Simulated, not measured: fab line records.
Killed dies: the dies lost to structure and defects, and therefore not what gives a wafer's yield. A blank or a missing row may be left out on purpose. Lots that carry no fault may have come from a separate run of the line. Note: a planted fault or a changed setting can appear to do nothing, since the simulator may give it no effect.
Which of the tools did it?	flow ritCmos	14 lots, 42 wafers sampled, at 2 steps of a route of 202

## WHAT THE GAUGES SHOWED, per wafer
The record lacks any reading of a measuring or inspecting step that a usual standard deviation could be used to judge.

## WHICH TOOL RAN EACH LOT (tool, then ch and the chambers of the sampled wafers, then the start)
lot	RIT_PLDD_SOFTBAKE_02	RIT_M1_PROBE_99
L174	lithoTrack-01 ch 0, day 3 00:53	-
L175	lithoTrack-01 ch 0, day 3 06:06	-
L176	lithoTrack-01 ch 0, day 3 08:07	-
L177	lithoTrack-02 ch 0, day 3 15:44	-
L179	lithoTrack-01 ch 0, day 3 23:47	-
L182	lithoTrack-01 ch 0, day 4 12:52	-
L186	lithoTrack-04 ch 0, day 5 08:14	-
L187	lithoTrack-02 ch 0, day 5 16:44	prober-01, day 6 07:32
L190	lithoTrack-02 ch 0, day 6 10:05	-
L191	lithoTrack-04 ch 0, day 6 12:53	-
L192	lithoTrack-04 ch 0, day 6 20:13	prober-02, day 7 10:47
L194	lithoTrack-04 ch 0, day 7 18:26	-
L195	lithoTrack-02 ch 0, day 7 18:32	-
L197	lithoTrack-02 ch 0, day 8 05:01	-
- RIT_PLDD_SOFTBAKE_02: time 60 s.
- RIT_M1_PROBE_99

## WHAT THE TOOLS THEMSELVES READ (means of the sampled wafers that have a number; where no wafer has one, the mark that the record gives instead)
RIT_PLDD_SOFTBAKE_02. Usual: runLengthS at 89.26 s, with a standard deviation of 0.13.
lot	tool	runLengthS (s)	flag
L174	lithoTrack-01	89.36	
L175	lithoTrack-01	89.20	
L176	lithoTrack-01	89.10	
L177	lithoTrack-02	89.17	
L179	lithoTrack-01	94.50	OFF
L182	lithoTrack-01	94.64	OFF
L186	lithoTrack-04	89.32	
L187	lithoTrack-02	89.21	
L190	lithoTrack-02	89.24	
L191	lithoTrack-04	89.38	
L192	lithoTrack-04	89.29	
L194	lithoTrack-04	89.33	
L195	lithoTrack-02	89.18	
L197	lithoTrack-02	89.19	

RIT_M1_PROBE_99. Usual: killed_at_M0_to_M3 0.0, standard deviation 0.23; killedAtContacts 0.1, standard deviation 0.23; killedAtFrontEnd 7, standard deviation 3; killedDies 7, standard deviation 3; killedOpen 3.3, standard deviation 2.1; killedShort 3.7, standard deviation 1.9.
lot	tool	killed_at_M0_to_M3	killedAtContacts	killedAtFrontEnd	killedDies	killedOpen	killedShort	flag
L187	prober-01	0.0	0.0	7	7	3.0	4.3	
L192	prober-02	0.0	0.0	6	6	3.0	3.0	

## THE ANSWER, worked out from the rows above alone
Rule: take the mean of a lot's wafers that have a number; if it is more than 3 standard deviations from the usual mean, the lot is off. A lot without any number at a reading at which 4 lots or more have one is off too. Any other lot the step has rows for is counted as sound. Order of review: gauges by route order, followed by the tools' own readings, for which a lot's mean as printed above is used. The first step at which some lot is off is used, and at that step the reading that is off furthest; a lot without a number counts as furthest.
Off, at RIT_PLDD_SOFTBAKE_02 on runLengthS: L179, L182.
If a tool, at that step or one of the process steps before it, ran each lot that is off and ran no sound lot following the first of them, it fits. One candidate fits, namely lithoTrack-01 at RIT_PLDD_SOFTBAKE_02. Its last sound lot is L176 (day 3 08:07), its first lot that is off L179 (day 3 23:47): a fault that began between those two fits.
The tool's own readings at RIT_PLDD_SOFTBAKE_02 bear it out: on the lots that are off they differ by more than 5 times the standard deviation of the sound lots' means. runLengthS reads 94.57 s there against 89.25 s on the sound lots.

## WHAT THE SIMULATOR HAD INSERTED
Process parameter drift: lithoTrack-01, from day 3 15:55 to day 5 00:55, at RIT_PLDD_SOFTBAKE_02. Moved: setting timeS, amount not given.
Struck lots among those shown: L179, L182. The rule above found the same.
